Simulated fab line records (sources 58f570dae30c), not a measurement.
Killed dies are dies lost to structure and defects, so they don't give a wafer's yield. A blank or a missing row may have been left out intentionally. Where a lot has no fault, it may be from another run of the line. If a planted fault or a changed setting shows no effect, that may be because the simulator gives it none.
fab line records ; flow berkeleyCmos170 ; part 1 of 2: steps 1 to 26 of 39
record lots=5; wafers=15; lastDay=11
route steps=331 shown ZERO@8 NWELL@14 PWELL@34
lots that met no fault: from a run of the same line without faults
startH: hours from the record's opening day to when the first of the lot's shown wafers began ; waitH: time in hours since the lot's previous step ; " the same as in the row above ; L1.1+2: a row that stands for several wafers ; - no value, or no start given ; * or withheld: withheld ; < > ~ a bound
route shown NAME@n: a module of which the file shows steps, and the number in the route of the first ; usual: average and standard deviation across the fault-free wafers ; same: alike in all rows ; chamber/n: place in a boat ; sites: per-site readings ; _std_site: the standard deviation of these ; _edge_site: inner sites' mean taken away from outer sites' mean ; radiusMm: for every site, how far away it sits from the centre of the wafer ; mask NAME#n: copy n ; behind: the last tool/chamber to shape the wafer ; hold: the reason the lot was held/the length of the hold in hours/how it ended ; device: the n, p or np transistor that did not switch ; end of line: the route-end tests of the same wafers ; a step without rows: its recipe alone ; killed: dies lost to structure and defects at the first sort, not the wafer's yield ; map: a wafer's dies, marking killed ones x, the rest . and places with no die _
set.NAME: the run value of the setting; set.NAME@STEP: its run value at that earlier step ; model.NAME: the simulator's own value behind a step, which no gauge read
lots at some steps of the route; a table a step, a row a wafer
services: from which hour (startH, from the record's first day; less than 0 if before it) a tool's chamber was out of use, for how many hours, and why
## steps
# step UCB170_ZERO_SOFTBAKE_02
# recipe resist=KrF; tempC=130; timeS=60
lot.wafer;tool;chamber;startH;waitH
L075.2+5+6;lithoTrack-04;0;27.40;0.1
L077.1+2+4;lithoTrack-01;0;37.51;0.1
L080.2+3+4;lithoTrack-01;0;53.78;0.1
L084.1+5+6;lithoTrack-04;0;72.56;0.1
L088.1+3+6;lithoTrack-01;0;89.40;0.1
# step UCB170_ZERO_EXPOSE_03
# recipe maskId=PM_MARKS; na=0.5; sigmaOuter=0.6; sourceShape=conventional; targetCdNm=4000; doseMj=30
lot.wafer;tool;chamber;startH;waitH;mask
L075.2+5+6;krfScanner-02;0;27.54;0.1;PM_MARKS#0
L077.1+2+4;krfScanner-02;0;37.81;0.3;PM_MARKS#0
L080.2+3+4;krfScanner-02;0;54.05;0.2;PM_MARKS#0
L084.1+5+6;krfScanner-02;0;72.89;0.3;PM_MARKS#0
L088.1+3+6;krfScanner-02;0;89.67;0.2;PM_MARKS#0
# step UCB170_ZERO_PEB_04
# recipe pebTempC=130; pebTimeS=withheld; resist=KrF
lot.wafer;tool;chamber;startH;waitH
L075.2+5+6;lithoTrack-01;0;27.97;0.4
L077.1+2+4;lithoTrack-02;0;38.12;0.3
L080.2+3+4;lithoTrack-04;0;54.17;0.1
L084.1+5+6;lithoTrack-04;0;73.00;0.1
L088.1+3+6;lithoTrack-04;0;89.79;0.1
# step UCB170_ZERO_DEVELOP_05
# recipe developer=TMAH; developTimeS=45; resist=KrF; devTempC=21
lot.wafer;tool;chamber;startH;waitH
L075.2+5+6;lithoTrack-01;0;-;-
L077.1+2+4;lithoTrack-02;0;-;-
L080.2+3+4;lithoTrack-04;0;-;-
L084.1+5+6;lithoTrack-04;0;-;-
L088.1+3+6;lithoTrack-04;0;-;-
# step UCB170_ZERO_ETCH_06
# recipe chemistry=CHF3/CF4/Ar; target=SiO2; timeS=12; pressureMtorr=100; rfW=500; CHF3_flow_sccm=50; cf4FlowSccm=10; Ar_flow_sccm=120; overEtchFrac=1.58
# usual drypumpMotorCurrentA=5.5/0.41; oesProductAu=0.616/0.011; throttleValvePct=9.26/0.12
lot.wafer;tool;chamber;startH;waitH;drypumpMotorCurrentA;oesProductAu;rfHoursCounterH;throttleValvePct
L075.2;rieDiel-04;1;28.22;-;6.4;0.603;111;9.25
L075.5;rieDiel-04;3;28.22;-;5.3;0.606;-;9.10
L075.6;rieDiel-04;2;28.22;-;5.8;0.629;-;9.39
L077.1;rieDiel-01;3;38.40;-;5.0;0.611;10;9.23
L077.2;rieDiel-01;1;38.40;-;5.5;0.607;30;9.49
L077.4;rieDiel-01;2;38.40;-;5.0;0.627;100;9.23
L080.2;rieDiel-03;0;54.42;-;5.8;0.613;115;9.30
L080.3;rieDiel-03;1;54.42;-;6.1;0.600;4;9.44
L080.4;rieDiel-03;3;54.42;-;5.9;0.618;128;9.13
L084.1;rieDiel-03;3;73.28;-;5.9;0.626;129;9.15
L084.5;rieDiel-03;2;73.28;-;5.2;0.628;-;9.32
L084.6;rieDiel-03;0;73.28;-;5.8;0.610;-;9.31
L088.1;rieDiel-01;2;90.06;-;5.0;0.630;103;9.23
L088.3;rieDiel-01;3;90.06;-;5.0;0.622;12;9.23
L088.6;rieDiel-01;2;90.06;-;5.0;0.627;-;9.23
# step UCB170_ZERO_STRIP_07
# recipe chemistry=O2; powerW=400; pressureMtorr=3500; platenTempC=withheld; o2FlowSccm=400; overashFraction=0.5
# usual drypumpMotorCurrentA=6.12/0.28; oesProductAu=0.727/0.0046; stripTimeToEndpointS=21.48/0.062
lot.wafer;tool;chamber;startH;waitH;drypumpMotorCurrentA;oesProductAu;rfHoursCounterH;stripTimeToEndpointS
L075.2;plasmaAsher-04;1;28.24;0.0;6.00;0.724;30;21.50
L075.5;plasmaAsher-04;1;28.24;0.0;5.99;0.730;-;21.53
L075.6;plasmaAsher-04;0;28.24;0.0;5.72;0.725;-;21.51
L077.1;plasmaAsher-04;1;38.42;0.0;5.99;0.735;31;21.41
L077.2;plasmaAsher-04;0;38.42;0.0;5.72;0.724;31;21.46
L077.4;plasmaAsher-04;0;38.42;0.0;5.71;0.727;-;21.42
L080.2;plasmaAsher-01;0;54.44;0.0;6.19;0.728;25;21.50
L080.3;plasmaAsher-01;1;54.44;0.0;6.35;0.730;-;21.51
L080.4;plasmaAsher-01;0;54.44;0.0;6.22;0.734;-;21.49
L084.1;plasmaAsher-03;0;73.30;0.0;6.44;0.721;34;21.56
L084.5;plasmaAsher-03;1;73.30;0.0;5.77;0.721;-;21.54
L084.6;plasmaAsher-03;0;73.30;0.0;6.41;0.722;-;21.59
L088.1;plasmaAsher-03;1;90.09;0.0;5.78;0.727;36;21.45
L088.3;plasmaAsher-03;0;90.09;0.0;6.46;0.728;-;21.35
L088.6;plasmaAsher-03;1;90.09;0.0;5.78;0.729;-;21.47
# step UCB170_NWELL_WET_ETCH_00
# recipe chemistry=dHF; dilution=25:1; target=SiO2; tempC=25; timeS=200
# usual bathHeatDutyPct=6.3/0.64; tempC=25.01/0.11
lot.wafer;tool;chamber;startH;waitH;bathHeatDutyPct;tempC
L075.2;wetBench-04;3;28.34;0.1;6.2;25.09
L075.5;wetBench-04;3;28.34;0.1;6.4;25.00
L075.6;wetBench-04;3;28.34;0.1;6.2;24.97
L077.1;wetBench-02;3;38.52;0.1;4.4;25.02
L077.2;wetBench-02;3;38.52;0.1;5.0;24.99
L077.4;wetBench-02;3;38.52;0.1;5.2;25.00
L080.2;wetBench-04;0;55.10;0.6;4.7;24.95
L080.3;wetBench-04;0;55.10;0.6;7.0;25.01
L080.4;wetBench-04;0;55.10;0.6;5.6;25.00
L084.1;wetBench-04;0;73.50;0.2;6.6;25.09
L084.5;wetBench-04;0;73.50;0.2;5.5;24.95
L084.6;wetBench-04;0;73.50;0.2;6.0;24.88
L088.1;wetBench-04;2;90.32;0.2;6.4;25.27
L088.3;wetBench-04;2;90.32;0.2;6.7;25.04
L088.6;wetBench-04;2;90.32;0.2;6.6;24.85
# step UCB170_NWELL_OXIDATION_01
# recipe tempC=1000; ambient=O2; targetThkA=264; oxTimeS=1260
# usual tubeCenterTempC=1000/0.091
lot.wafer;tool;chamber;startH;waitH;tubeCenterTempC
L075.2;furnace-01;0;32.19;3.8;1000.1
L075.5;furnace-01;0;32.19;3.8;999.77
L075.6;furnace-01;0;32.19;3.8;1000
L077.1;furnace-04;0;43.11;4.5;1000
L077.2;furnace-04;0;43.11;4.5;999.95
L077.4;furnace-04;0;43.11;4.5;999.99
L080.2;furnace-04;0;58.56;3.4;999.92
L080.3;furnace-04;0;58.56;3.4;999.95
L080.4;furnace-04;0;58.56;3.4;999.91
L084.1;furnace-04;0;77.32;3.7;1000
L084.5;furnace-04;0;77.32;3.7;999.82
L084.6;furnace-04;0;77.32;3.7;999.99
L088.1;furnace-01;0;93.74;3.4;999.9
L088.3;furnace-01;0;93.74;3.4;999.93
L088.6;furnace-01;0;93.74;3.4;1000.1
# step UCB170_NWELL_THK_MEAS_02
# recipe reads=SiO2_of_NWELL_OXIDATION_01
# usual NWELL_OXIDE_THK=26.2/0.4
lot.wafer;tool;chamber;startH;waitH;NWELL_OXIDE_THK[nm]
L075.2;filmMetro-02;-;33.55;0.0;26.1
L075.5;filmMetro-02;-;33.55;0.0;25.8
L075.6;filmMetro-02;-;33.55;0.0;26.1
L077.1;filmMetro-02;-;44.46;0.0;26.1
L077.2;filmMetro-02;-;44.46;0.0;26.4
L077.4;filmMetro-02;-;44.46;0.0;26.5
L080.2;filmMetro-02;-;59.92;0.0;25.9
L080.3;filmMetro-02;-;59.92;0.0;26.1
L080.4;filmMetro-02;-;59.92;0.0;26.0
L084.1;filmMetro-02;-;78.67;0.0;26.7
L084.5;filmMetro-02;-;78.67;0.0;26.0
L084.6;filmMetro-02;-;78.67;0.0;26.9
L088.1;filmMetro-02;-;95.18;0.1;25.5
L088.3;filmMetro-02;-;95.18;0.1;26.1
L088.6;filmMetro-02;-;95.18;0.1;26.0
# step UCB170_NWELL_ANNEAL_03
# recipe tempC=1000; timeS=900; ambient=N2
# usual tubeCenterTempC=1000/0.093
lot.wafer;tool;chamber;startH;waitH;tubeCenterTempC
L075.2;furnace-01;0;38.20;4.6;1000
L075.5;furnace-01;0;38.20;4.6;999.95
L075.6;furnace-01;0;38.20;4.6;999.98
L077.1;furnace-01;0;45.29;0.8;1000
L077.2;furnace-01;0;45.29;0.8;999.9
L077.4;furnace-01;0;45.29;0.8;1000
L080.2;furnace-04;0;67.49;7.6;1000.2
L080.3;furnace-04;0;67.49;7.6;999.94
L080.4;furnace-04;0;67.49;7.6;999.94
L084.1;furnace-02;0;84.69;6.0;999.94
L084.5;furnace-02;0;84.69;6.0;1000
L084.6;furnace-02;0;84.69;6.0;1000
L088.1;furnace-04;0;100.46;5.3;999.92
L088.3;furnace-04;0;100.46;5.3;1000.1
L088.6;furnace-04;0;100.46;5.3;1000.1
# step UCB170_NWELL_CVD_04
# recipe material=Si3N4; targetThkNm=224; tempC=800; precursor=SiH2Cl2/NH3; timeS=3360; pressureMtorr=200; sih2cl2FlowSccm=25; nh3FlowSccm=75
# usual nh3FlowSccm=74.94/0.22
lot.wafer;tool;chamber;startH;waitH;nh3FlowSccm
L075.2;lpcvd-02;1;39.45;0.0;74.94
L075.5;lpcvd-02;1;39.45;0.0;75.06
L075.6;lpcvd-02;1;39.45;0.0;74.82
L077.1;lpcvd-02;1;46.54;0.0;74.61
L077.2;lpcvd-02;1;46.54;0.0;74.79
L077.4;lpcvd-02;1;46.54;0.0;74.80
L080.2;lpcvd-01;0;68.74;0.0;75.20
L080.3;lpcvd-01;0;68.74;0.0;74.83
L080.4;lpcvd-01;0;68.74;0.0;74.65
L084.1;lpcvd-02;1;85.94;0.0;75.14
L084.5;lpcvd-02;1;85.94;0.0;75.06
L084.6;lpcvd-02;1;85.94;0.0;74.91
L088.1;lpcvd-02;1;101.91;0.2;74.95
L088.3;lpcvd-02;1;101.91;0.2;75.18
L088.6;lpcvd-02;1;101.91;0.2;74.88
# step UCB170_NWELL_THK_MEAS_05
# recipe reads=Si3N4_of_NWELL_CVD_04
# usual NWELL_NITRIDE_THK=224.2/2.1
lot.wafer;tool;chamber;startH;waitH;NWELL_NITRIDE_THK[nm]
L075.2;filmMetro-02;-;41.44;0.1;224.8
L075.5;filmMetro-02;-;41.44;0.1;223.9
L075.6;filmMetro-02;-;41.44;0.1;225.0
L077.1;filmMetro-04;-;48.47;0.0;223.3
L077.2;filmMetro-04;-;48.47;0.0;224.0
L077.4;filmMetro-04;-;48.47;0.0;224.6
L080.2;filmMetro-04;-;70.68;0.0;224.4
L080.3;filmMetro-04;-;70.68;0.0;222.9
L080.4;filmMetro-04;-;70.68;0.0;223.5
L084.1;filmMetro-04;-;87.93;0.1;219.3
L084.5;filmMetro-04;-;87.93;0.1;220.5
L084.6;filmMetro-04;-;87.93;0.1;218.8
L088.1;filmMetro-02;-;103.84;0.0;222.4
L088.3;filmMetro-02;-;103.84;0.0;222.6
L088.6;filmMetro-02;-;103.84;0.0;223.6
# step UCB170_NWELL_HMDS_06
# recipe primeTimeS=60; primeTempC=100
lot.wafer;tool;chamber;startH;waitH
L075.2+5+6;lithoTrack-03;0;41.67;0.2
L077.1+2+4;lithoTrack-02;0;48.55;0.1
L080.2+3+4;lithoTrack-02;0;70.76;0.1
L084.1+5+6;lithoTrack-04;0;87.99;0.1
L088.1+3+6;lithoTrack-02;0;103.90;0.1
# step UCB170_NWELL_COAT_07
# recipe resist=KrF; spinRpm=1500; resistThkNm=900
# usual spinSpeedRpm=1500.0/1
lot.wafer;tool;chamber;startH;waitH;spinSpeedRpm
L075.2;lithoTrack-03;0;41.82;0.1;1501.1
L075.5;lithoTrack-03;0;41.82;0.1;1500.2
L075.6;lithoTrack-03;0;41.82;0.1;1501.9
L077.1;lithoTrack-02;0;48.70;0.1;1499.5
L077.2;lithoTrack-02;0;48.70;0.1;1500.6
L077.4;lithoTrack-02;0;48.70;0.1;1500.0
L080.2;lithoTrack-02;0;70.91;0.1;1499.9
L080.3;lithoTrack-02;0;70.91;0.1;1500.8
L080.4;lithoTrack-02;0;70.91;0.1;1500.4
L084.1;lithoTrack-04;0;88.14;0.1;1498.0
L084.5;lithoTrack-04;0;88.14;0.1;1499.9
L084.6;lithoTrack-04;0;88.14;0.1;1502.5
L088.1;lithoTrack-02;0;104.05;0.1;1500.3
L088.3;lithoTrack-02;0;104.05;0.1;1500.8
L088.6;lithoTrack-02;0;104.05;0.1;1499.7
# step UCB170_NWELL_SOFTBAKE_08
# recipe resist=KrF; tempC=130; timeS=60
lot.wafer;tool;chamber;startH;waitH
L075.2+5+6;lithoTrack-03;0;41.97;0.1
L077.1+2+4;lithoTrack-02;0;48.85;0.1
L080.2+3+4;lithoTrack-02;0;71.06;0.1
L084.1+5+6;lithoTrack-04;0;88.29;0.1
L088.1+3+6;lithoTrack-02;0;104.20;0.1
# step UCB170_NWELL_EXPOSE_09
# recipe maskId=NWELL; targetCdNm=3000; na=0.5; sigmaOuter=0.6; sourceShape=conventional; doseMj=25
lot.wafer;tool;chamber;startH;waitH;mask
L075.2+5+6;krfScanner-01;0;42.23;0.2;NWELL#0
L077.1+2+4;krfScanner-01;0;49.35;0.5;NWELL#0
L080.2+3+4;krfScanner-01;0;71.33;0.2;NWELL#0
L084.1+5+6;krfScanner-02;0;88.62;0.3;NWELL#0
L088.1+3+6;krfScanner-02;0;104.35;0.1;NWELL#0
# step UCB170_NWELL_PEB_10
# recipe pebTempC=130; pebTimeS=withheld; resist=KrF
lot.wafer;tool;chamber;startH;waitH
L075.2+5+6;lithoTrack-02;0;42.36;0.1
L077.1+2+4;lithoTrack-03;0;49.83;0.5
L080.2+3+4;lithoTrack-02;0;71.45;0.1
L084.1+5+6;lithoTrack-03;0;89.11;0.5
L088.1+3+6;lithoTrack-02;0;104.63;0.3
# step UCB170_NWELL_DEVELOP_11
# recipe developer=TMAH; developTimeS=45; resist=KrF; devTempC=21
lot.wafer;tool;chamber;startH;waitH
L075.2+5+6;lithoTrack-02;0;-;-
L077.1+2+4;lithoTrack-03;0;-;-
L080.2+3+4;lithoTrack-02;0;-;-
L084.1+5+6;lithoTrack-03;0;-;-
L088.1+3+6;lithoTrack-02;0;-;-
# step UCB170_NWELL_OVL_MEAS_12
# usual NWELL_OVL=0/5.9
lot.wafer;tool;chamber;startH;waitH;NWELL_OVL[nm]
L075.2;overlay-02;-;42.61;-;-14
L075.5;overlay-02;-;42.61;-;-10
L075.6;overlay-02;-;42.61;-;-22
L077.1;overlay-01;-;50.10;-;8
L077.2;overlay-01;-;50.10;-;8
L077.4;overlay-01;-;50.10;-;3
L080.2;overlay-01;-;71.70;-;-10
L080.3;overlay-01;-;71.70;-;-5
L080.4;overlay-01;-;71.70;-;-1
L084.1;overlay-01;-;89.38;-;7
L084.5;overlay-01;-;89.38;-;4
L084.6;overlay-01;-;89.38;-;8
L088.1;overlay-01;-;104.90;-;2
L088.3;overlay-01;-;104.90;-;0
L088.6;overlay-01;-;104.90;-;5
# step UCB170_NWELL_ETCH_13
# recipe chemistry=CH3F/Ar/O2; target=Si3N4; stopOn=SiO2; CH3F_flow_sccm=20; Ar_flow_sccm=50; O2_flow_sccm=7; pressureMtorr=50; rfW=450; targetDepthA=2464; overEtchFrac=0.1; timeS=154
# usual drypumpMotorCurrentA=5.5/0.4; oesProductAu=0.939/0.016; throttleValvePct=8.11/0.1
lot.wafer;tool;chamber;startH;waitH;drypumpMotorCurrentA;oesProductAu;rfHoursCounterH;throttleValvePct
L075.2;rieDiel-01;1;42.64;0.0;5.4;0.930;30;8.30
L075.5;rieDiel-01;0;42.64;0.0;5.1;0.923;-;8.00
L075.6;rieDiel-01;1;42.64;0.0;5.4;0.946;-;8.29
L077.1;rieDiel-03;3;50.14;0.0;5.9;0.951;127;7.94
L077.2;rieDiel-03;0;50.14;0.0;5.8;0.937;115;8.15
L077.4;rieDiel-03;1;50.14;0.0;6.1;0.918;4;8.25
L080.2;rieDiel-01;0;71.73;0.0;5.2;0.925;96;7.98
L080.3;rieDiel-01;2;71.73;0.0;5.0;0.954;102;8.10
L080.4;rieDiel-01;3;71.73;0.0;5.0;0.942;12;8.03
L084.1;rieDiel-03;2;89.42;0.0;5.1;0.953;135;8.09
L084.5;rieDiel-03;0;89.42;0.0;5.8;0.928;-;8.14
L084.6;rieDiel-03;1;89.42;0.0;6.1;0.899;-;8.24
L088.1;rieDiel-03;3;104.94;0.0;5.9;0.938;131;7.96
L088.3;rieDiel-03;1;104.94;0.0;6.1;0.907;6;8.24
L088.6;rieDiel-03;0;104.94;0.0;5.8;0.929;-;8.14
# step UCB170_NWELL_IMPLANT_14
# recipe species=P; doseCm2=1e+13; energyKev=150; tiltDeg=7
# usual beamEnergyKeV=150.00/0.051; beamOnS=10.03/0.19; doseIonsCm2=1.0002e+13/1.2e+10
lot.wafer;tool;chamber;startH;waitH;beamEnergyKeV;beamOnS;doseIonsCm2
L075.2;implanter-04;0;42.77;0.1;150.02;9.80;1e+13
L075.5;implanter-04;0;42.77;0.1;149.98;10.15;1.0015e+13
L075.6;implanter-04;0;42.77;0.1;149.98;9.80;1.0002e+13
L077.1;implanter-04;0;50.24;0.1;150.08;9.96;1.0003e+13
L077.2;implanter-04;0;50.24;0.1;150.05;10.13;1.0007e+13
L077.4;implanter-04;0;50.24;0.1;150.02;10.50;9.996e+12
L080.2;implanter-01;0;71.86;0.1;150.04;9.92;9.988e+12
L080.3;implanter-01;0;71.86;0.1;150.00;10.19;9.989e+12
L080.4;implanter-01;0;71.86;0.1;150.04;10.36;1.0008e+13
L084.1;implanter-04;0;89.52;0.1;150.01;10.00;1.0008e+13
L084.5;implanter-04;0;89.52;0.1;149.95;9.92;1.0017e+13
L084.6;implanter-04;0;89.52;0.1;149.96;9.88;1.0009e+13
L088.1;implanter-03;0;105.04;0.1;149.97;10.21;9.988e+12
L088.3;implanter-03;0;105.04;0.1;150.02;9.94;1.0002e+13
L088.6;implanter-03;0;105.04;0.1;150.01;10.48;9.997e+12
# step UCB170_NWELL_STRIP_15
# recipe chemistry=O2; powerW=400; pressureMtorr=3500; platenTempC=withheld; o2FlowSccm=400; overashFraction=0.5
# usual drypumpMotorCurrentA=6.26/0.25; oesProductAu=0.721/0.0046; stripTimeToEndpointS=18.02/0.11
lot.wafer;tool;chamber;startH;waitH;drypumpMotorCurrentA;oesProductAu;rfHoursCounterH;stripTimeToEndpointS
L075.2;plasmaAsher-03;0;42.90;0.1;6.41;0.723;30;18.03
L075.5;plasmaAsher-03;0;42.90;0.1;6.43;0.711;-;18.13
L075.6;plasmaAsher-03;1;42.90;0.1;5.76;0.725;-;18.03
L077.1;plasmaAsher-01;1;50.39;0.1;6.33;0.718;24;17.90
L077.2;plasmaAsher-01;0;50.39;0.1;6.17;0.708;24;18.09
L077.4;plasmaAsher-01;1;50.39;0.1;6.36;0.723;-;17.98
L080.2;plasmaAsher-01;0;71.99;0.1;6.19;0.727;27;18.14
L080.3;plasmaAsher-01;1;71.99;0.1;6.29;0.719;-;18.14
L080.4;plasmaAsher-01;0;71.99;0.1;6.19;0.724;-;17.83
L084.1;plasmaAsher-03;1;89.67;0.1;5.71;0.717;36;18.05
L084.5;plasmaAsher-03;0;89.67;0.1;6.45;0.715;-;18.18
L084.6;plasmaAsher-03;1;89.67;0.1;5.78;0.727;-;18.06
L088.1;plasmaAsher-01;0;105.19;0.1;6.16;0.731;33;17.96
L088.3;plasmaAsher-01;1;105.19;0.1;6.42;0.718;-;17.89
L088.6;plasmaAsher-01;0;105.19;0.1;6.18;0.727;-;17.99
# step UCB170_NWELL_TW_MEAS_16
# usual NWELL_TW=1263/15
lot.wafer;tool;chamber;startH;waitH;NWELL_TW
L075.2;filmMetro-04;-;43.01;0.1;1245
L075.5;filmMetro-04;-;43.01;0.1;1249
L075.6;filmMetro-04;-;43.01;0.1;1245
L077.1;filmMetro-02;-;50.49;0.1;1279
L077.2;filmMetro-02;-;50.49;0.1;1275
L077.4;filmMetro-02;-;50.49;0.1;1278
L080.2;filmMetro-04;-;72.10;0.1;1258
L080.3;filmMetro-04;-;72.10;0.1;1253
L080.4;filmMetro-04;-;72.10;0.1;1252
L084.1;filmMetro-02;-;89.78;0.1;1284
L084.5;filmMetro-02;-;89.78;0.1;1274
L084.6;filmMetro-02;-;89.78;0.1;1280
L088.1;filmMetro-02;-;105.29;0.1;1277
L088.3;filmMetro-02;-;105.29;0.1;1281
L088.6;filmMetro-02;-;105.29;0.1;1276
# step UCB170_NWELL_CLEAN_17
# recipe chemistry=SPM; tempC=120; timeS=600
# usual bathHeatDutyPct=12.9/1.2; tempC=120.00/0.12
lot.wafer;tool;chamber;startH;waitH;bathHeatDutyPct;tempC
L075.2;wetBench-04;2;45.82;2.8;14.5;119.99
L075.5;wetBench-04;2;45.82;2.8;13.9;119.96
L075.6;wetBench-04;2;45.82;2.8;14.1;119.96
L077.1;wetBench-04;0;50.55;0.1;11.9;120.16
L077.2;wetBench-04;0;50.55;0.1;11.7;119.99
L077.4;wetBench-04;0;50.55;0.1;11.2;119.91
L080.2;wetBench-01;3;73.10;1.0;13.2;120.05
L080.3;wetBench-01;3;73.10;1.0;13.7;119.80
L080.4;wetBench-01;3;73.10;1.0;13.4;119.92
L084.1;wetBench-04;1;89.84;0.1;12.2;120.19
L084.5;wetBench-04;1;89.84;0.1;13.2;120.20
L084.6;wetBench-04;1;89.84;0.1;12.4;120.13
L088.1;wetBench-02;3;105.35;0.1;11.2;120.04
L088.3;wetBench-02;3;105.35;0.1;12.7;120.08
L088.6;wetBench-02;3;105.35;0.1;11.7;120.09
# step UCB170_NWELL_WET_ETCH_18
# recipe chemistry=H3PO4; target=Si3N4; tempC=160; timeS=14400
# usual bathHeatDutyPct=27.0/2.1; tempC=159.98/0.16
lot.wafer;tool;chamber;startH;waitH;bathHeatDutyPct;tempC
L075.2;wetBench-04;1;46.18;0.2;25.1;159.99
L075.5;wetBench-04;1;46.18;0.2;26.0;159.97
L075.6;wetBench-04;1;46.18;0.2;25.1;159.99
L077.1;wetBench-04;1;50.90;0.2;24.7;160.04
L077.2;wetBench-04;1;50.90;0.2;26.8;160.21
L077.4;wetBench-04;1;50.90;0.2;25.7;160.14
L080.2;wetBench-01;1;73.32;0.0;25.0;159.90
L080.3;wetBench-01;1;73.32;0.0;23.2;159.85
L080.4;wetBench-01;1;73.32;0.0;23.7;159.89
L084.1;wetBench-01;0;90.01;0.0;29.1;159.78
L084.5;wetBench-01;0;90.01;0.0;28.1;159.86
L084.6;wetBench-01;0;90.01;0.0;28.5;159.63
L088.1;wetBench-02;2;105.54;0.0;29.7;159.73
L088.3;wetBench-02;2;105.54;0.0;29.5;159.89
L088.6;wetBench-02;2;105.54;0.0;29.3;160.11
# step UCB170_NWELL_WET_ETCH_19
# recipe chemistry=BOE; dilution=5:1; target=SiO2; tempC=25; timeS=22
# usual bathHeatDutyPct=6.2/0.71; tempC=25.00/0.11
lot.wafer;tool;chamber;startH;waitH;bathHeatDutyPct;tempC
L075.2;wetBench-01;0;50.19;0.0;7.3;25.04
L075.5;wetBench-01;0;50.19;0.0;7.4;24.93
L075.6;wetBench-01;0;50.19;0.0;7.2;25.04
L077.1;wetBench-02;0;55.07;0.2;6.4;24.99
L077.2;wetBench-02;0;55.07;0.2;7.0;25.18
L077.4;wetBench-02;0;55.07;0.2;7.2;25.10
L080.2;wetBench-04;3;77.70;0.0;6.2;25.00
L080.3;wetBench-04;3;77.70;0.0;6.9;24.92
L080.4;wetBench-04;3;77.70;0.0;6.8;24.95
L084.1;wetBench-01;0;94.59;0.2;6.3;24.96
L084.5;wetBench-01;0;94.59;0.2;6.7;24.90
L084.6;wetBench-01;0;94.59;0.2;6.9;24.91
L088.1;wetBench-01;2;110.00;0.1;6.6;24.88
L088.3;wetBench-01;2;110.00;0.1;6.0;24.98
L088.6;wetBench-01;2;110.00;0.1;6.9;24.96
